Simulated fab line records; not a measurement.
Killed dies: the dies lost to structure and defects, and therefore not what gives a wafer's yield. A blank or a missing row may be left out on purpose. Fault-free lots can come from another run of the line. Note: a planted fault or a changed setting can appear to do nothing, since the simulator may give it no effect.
fab line records + flow rit_cmos
record:
- lots: 7
- wafers: 21
- last_day: 7
route steps=202 shown GATE@77 FOX2@80
lots that met no fault: from a run of the same line without faults
start_h: hours from the record's opening day to when the first of the lot's shown wafers began + wait_h: time in hours since the lot's previous step + " unchanged from the row above + L1.1+2: several wafers, shown together as one row + - no value, or no start was given + * or withheld: withheld + < > ~ a bound
route shown NAME@n: NAME is a module with steps in the file, n the number in the route of the first one + usual: the fault-free wafers' mean and standard deviation + same: alike in all rows + chamber/n: place in a boat + sites: the reading at each site + _std_site: standard deviation across them + _edge_site: mean of outer sites minus mean of inner sites + radius_mm: for every site, how far away it sits from the centre of the wafer + mask NAME#n: copy n + behind: the tool/chamber that last shaped the wafer + hold: reason for holding the lot/hours on hold/outcome of the hold + device: whichever transistor did not switch (one of n, p or np) + end of line: the route-end tests of the same wafers + a step with no rows: only its recipe + killed: not the wafer's yield, but the dies lost to structure and defects at the first sort + map: the dies of a wafer, with x for killed, . for not killed, _ for no die there
set.NAME: the setting the step ran with; set.NAME@STEP: the setting that earlier step ran with + model.NAME: the simulator's own value behind a step, which no gauge read
lots seen at some steps along the route; tables by step, rows by wafer
services: the hour from which a tool's chamber was out of use, counted from the record's first day as start_h (under 0 if before that day), plus the number of hours and why
== steps ==
step: RIT_GATE_CLEAN_02
recipe:
- chemistry: dHF
- dilution: 50:1
- time_s: 30.81
step: RIT_GATE_CLEAN_03
recipe:
- chemistry: SC2
- mix: 3:3:50
- time_s: 600
- temp_c: 75
- dry: n2_spin
step: RIT_GATE_CLEAN_04
recipe:
- chemistry: dHF
- dilution: 50:1
- time_s: 60
- dry: n2_spin
step: RIT_FOX2_THK_MEAS_91
recipe:
- reads: SiO2_of_FOX2_OXIDATION_00
usual:
- FIELD_OXIDE_LEFT_2_THK: 254/5.6
| lot.wafer | tool          | chamber | start_h | wait_h | FIELD_OXIDE_LEFT_2_THK[nm] |
|-----------|---------------|---------|---------|--------|----------------------------|
| L901.1    | film_metro-01 | -       | 33.60   | 0.0    | 263                        |
| L901.2    | "             | -       | "       | "      | 264                        |
| L901.4    | "             | -       | "       | "      | 272                        |
| L908.2    | film_metro-04 | -       | 68.15   | 0.0    | 254                        |
| L908.5    | "             | -       | "       | "      | 254                        |
| L908.6    | "             | -       | "       | "      | 258                        |
| L909.3    | film_metro-01 | -       | 73.43   | 0.0    | 244                        |
| L909.5    | "             | -       | "       | "      | 249                        |
| L909.6    | "             | -       | "       | "      | 241                        |
| L910.1    | film_metro-04 | -       | 78.69   | 0.0    | 260                        |
| L910.2    | "             | -       | "       | "      | 256                        |
| L910.4    | "             | -       | "       | "      | 255                        |
| L919.2    | film_metro-04 | -       | 126.11  | 0.0    | 266                        |
| L919.3    | "             | -       | "       | "      | 267                        |
| L919.6    | "             | -       | "       | "      | 263                        |
| L920.1    | film_metro-01 | -       | 128.10  | 0.0    | 256                        |
| L920.2    | "             | -       | "       | "      | 251                        |
| L920.3    | "             | -       | "       | "      | 254                        |
| L921.1    | film_metro-01 | -       | 134.09  | 0.0    | 242                        |
| L921.3    | "             | -       | "       | "      | 246                        |
| L921.5    | "             | -       | "       | "      | 251                        |
step: RIT_GATE_OXIDATION_05
recipe:
- temp_c: 900
- ambient: O2
- target_thk_a: 30
- ox_time_s: 270
step: RIT_GATE_ANNEAL_06
recipe:
- temp_c: 900
- time_s: 600
- ambient: N2O
step: RIT_GATE_THK_MEAS_07
recipe:
- reads: SiO2_of_GATE_OXIDATION_05
usual:
- GATE_OXIDE_THK: 2.98/0.064
| lot.wafer | tool          | chamber | start_h | wait_h | GATE_OXIDE_THK[nm] |
|-----------|---------------|---------|---------|--------|--------------------|
| L901.1    | film_metro-02 | -       | 35.23   | 0.0    | 3.00               |
| L901.2    | "             | -       | "       | "      | 2.92               |
| L901.4    | "             | -       | "       | "      | 2.80               |
| L908.2    | film_metro-01 | -       | 69.70   | 0.0    | 3.00               |
| L908.5    | "             | -       | "       | "      | 2.98               |
| L908.6    | "             | -       | "       | "      | 2.97               |
| L909.3    | film_metro-04 | -       | 79.09   | 0.0    | 2.93               |
| L909.5    | "             | -       | "       | "      | 2.91               |
| L909.6    | "             | -       | "       | "      | 2.92               |
| L910.1    | film_metro-02 | -       | 80.40   | 0.0    | 2.94               |
| L910.2    | "             | -       | "       | "      | 2.93               |
| L910.4    | "             | -       | "       | "      | 2.93               |
| L919.2    | film_metro-02 | -       | 128.22  | 0.0    | 2.95               |
| L919.3    | "             | -       | "       | "      | 2.97               |
| L919.6    | "             | -       | "       | "      | 2.94               |
| L920.1    | film_metro-01 | -       | 129.63  | 0.0    | 3.12               |
| L920.2    | "             | -       | "       | "      | 3.06               |
| L920.3    | "             | -       | "       | "      | 3.03               |
| L921.1    | film_metro-04 | -       | 138.21  | 0.0    | 2.94               |
| L921.3    | "             | -       | "       | "      | 2.89               |
| L921.5    | "             | -       | "       | "      | 2.99               |
step: RIT_GATE_CVD_08
recipe:
- material: poly-Si
- target_thk_nm: 250
- temp_c: 610
- precursor: SiH4
- time_s: 2220
- pressure_mtorr: 300
- sih4_flow_sccm: 100
step: RIT_GATE_THK_MEAS_09
recipe:
- reads: poly-Si_of_GATE_CVD_08
usual:
- GATE_POLY_THK: 250.0/2.2
| lot.wafer | tool          | chamber | start_h | wait_h | GATE_POLY_THK[nm] |
|-----------|---------------|---------|---------|--------|-------------------|
| L901.1    | film_metro-01 | -       | 36.90   | 0.0    | 249.3             |
| L901.2    | "             | -       | "       | "      | 248.8             |
| L901.4    | "             | -       | "       | "      | 251.0             |
| L908.2    | film_metro-01 | -       | 71.59   | 0.0    | 248.3             |
| L908.5    | "             | -       | "       | "      | 250.3             |
| L908.6    | "             | -       | "       | "      | 251.0             |
| L909.3    | film_metro-01 | -       | 81.82   | 0.0    | 249.0             |
| L909.5    | "             | -       | "       | "      | 250.1             |
| L909.6    | "             | -       | "       | "      | 250.1             |
| L910.1    | film_metro-04 | -       | 82.07   | 0.0    | 254.2             |
| L910.2    | "             | -       | "       | "      | 252.0             |
| L910.4    | "             | -       | "       | "      | 251.4             |
| L919.2    | film_metro-04 | -       | 129.90  | 0.0    | 253.0             |
| L919.3    | "             | -       | "       | "      | 250.9             |
| L919.6    | "             | -       | "       | "      | 252.9             |
| L920.1    | film_metro-01 | -       | 131.51  | 0.0    | 250.6             |
| L920.2    | "             | -       | "       | "      | 248.9             |
| L920.3    | "             | -       | "       | "      | 250.1             |
| L921.1    | film_metro-01 | -       | 141.05  | 0.0    | 253.2             |
| L921.3    | "             | -       | "       | "      | 253.5             |
| L921.5    | "             | -       | "       | "      | 255.0             |
step: RIT_GATE_HMDS_10
recipe:
- prime_time_s: 60
- prime_temp_c: 140
step: RIT_GATE_COAT_11
recipe:
- resist: NOVOLAK
- spin_rpm: 4250
- resist_thk_nm: 850
step: RIT_GATE_SOFTBAKE_12
recipe:
- resist: NOVOLAK
- temp_c: 90
- time_s: 60
step: RIT_GATE_EXPOSE_13
recipe:
- mask_id: M6
- na: 0.6
- source_shape: conventional
- sigma_outer: 0.6
- target_cd_nm: 150
- dose_mj: 380
usual:
- exposure_dose_mJ_cm2: 376.7/0.35
- focus_offset_nm: 0.0/0.55
- reticle_temp_C: 23.01/0.094
- sigma_outer: 0.6/0
| lot.wafer | tool             | chamber | start_h | wait_h | mask | exposure_dose_mJ_cm2 | focus_offset_nm | reticle_temp_C | sigma_outer |
|-----------|------------------|---------|---------|--------|------|----------------------|-----------------|----------------|-------------|
| L901.1    | iline_stepper-02 | 0       | 37.61   | 0.2    | M6#0 | 376.6                | 0.5             | 23.13          | 0.6         |
| L901.2    | "                | 0       | "       | "      | M6#0 | 376.2                | 0.5             | 23.01          | 0.6         |
| L901.4    | "                | 0       | "       | "      | M6#0 | 376.2                | 0.4             | 22.91          | 0.6         |
| L908.2    | iline_stepper-02 | -       | 72.24   | 0.2    | M6#0 | -                    | -               | -              | -           |
| L908.5    | "                | -       | "       | "      | M6#0 | -                    | -               | -              | -           |
| L908.6    | "                | -       | "       | "      | M6#0 | -                    | -               | -              | -           |
| L909.3    | iline_stepper-01 | -       | 82.47   | 0.2    | M6#0 | -                    | -               | -              | -           |
| L909.5    | "                | -       | "       | "      | M6#0 | -                    | -               | -              | -           |
| L909.6    | "                | -       | "       | "      | M6#0 | -                    | -               | -              | -           |
| L910.1    | iline_stepper-01 | -       | 82.69   | 0.1    | M6#0 | -                    | -               | -              | -           |
| L910.2    | "                | -       | "       | "      | M6#0 | -                    | -               | -              | -           |
| L910.4    | "                | -       | "       | "      | M6#0 | -                    | -               | -              | -           |
| L919.2    | iline_stepper-02 | 0       | 130.64  | 0.3    | M6#0 | 376.3                | -0.6            | 22.89          | 0.6         |
| L919.3    | "                | 0       | "       | "      | M6#0 | 377.1                | -0.2            | 23.01          | 0.6         |
| L919.6    | "                | 0       | "       | "      | M6#0 | 376.5                | -0.2            | 23.08          | 0.6         |
| L920.1    | iline_stepper-02 | 0       | 132.02  | 0.1    | M6#0 | 376.4                | 0.4             | 22.98          | 0.6         |
| L920.2    | "                | 0       | "       | "      | M6#0 | 376.1                | 1.2             | 23.09          | 0.6         |
| L920.3    | "                | 0       | "       | "      | M6#0 | 376.4                | 0.6             | 23.00          | 0.6         |
| L921.1    | iline_stepper-02 | 0       | 141.56  | 0.1    | M6#0 | 377.0                | -0.9            | 22.93          | 0.6         |
| L921.3    | "                | 0       | "       | "      | M6#0 | 377.3                | -0.7            | 22.72          | 0.6         |
| L921.5    | "                | 0       | "       | "      | M6#0 | 377.1                | -0.1            | 22.96          | 0.6         |
step: RIT_GATE_PEB_14
recipe:
- resist: NOVOLAK
- temp_c: withheld
- time_s: withheld
== services ==
| tool             | chamber | start_h | hours | kind   |
|------------------|---------|---------|-------|--------|
| iline_stepper-02 | -       | 46.59   | 15.0  | repair |
| iline_stepper-02 | -       | 61.61   | 1.7   | pm     |
| iline_stepper-01 | -       | 130.23  | 28.9  | pm     |
== key ==
first_sign:
- step: RIT_GATE_EXPOSE_13
- reading: tool_record
- direction: missing
effect none on later readings
met_at RIT_GATE_EXPOSE_13
struck_wafers L908.2,L908.5,L908.6,L909.3,L909.5,L909.6,L910.1,L910.2,L910.4
later_rows_left_out L908.2,L908.5,L908.6,L909.3,L909.5,L909.6,L910.1,L910.2,L910.4
sort_left_out L908.2,L908.5,L908.6,L909.3,L909.5,L909.6,L910.1,L910.2,L910.4
tester_left_out L908,L909,L910
onset_between 37.61 72.24
fault:
- kind: skipped_step_whole
- tool: iline_stepper-01,iline_stepper-02
- chamber: -
- onset_h: 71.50
- steps: RIT_GATE_EXPOSE_13
- scope: struck_lots_only
tester_left_out: of these lots the tester's yield and bins aren't shown, on N5 and GAA mostly nor the transistor test; their killed dies are dies lost to structure and defects alone, not to doping, threshold or leakage, so they don't give the yield
sort_left_out: the simulated sort isn't trusted on such a fault, so these wafers' sort isn't shown, and their yield isn't known
later_rows_left_out: the simulator's readings of these wafers behind a module that went badly wrong aren't trusted and aren't shown, but for the sort
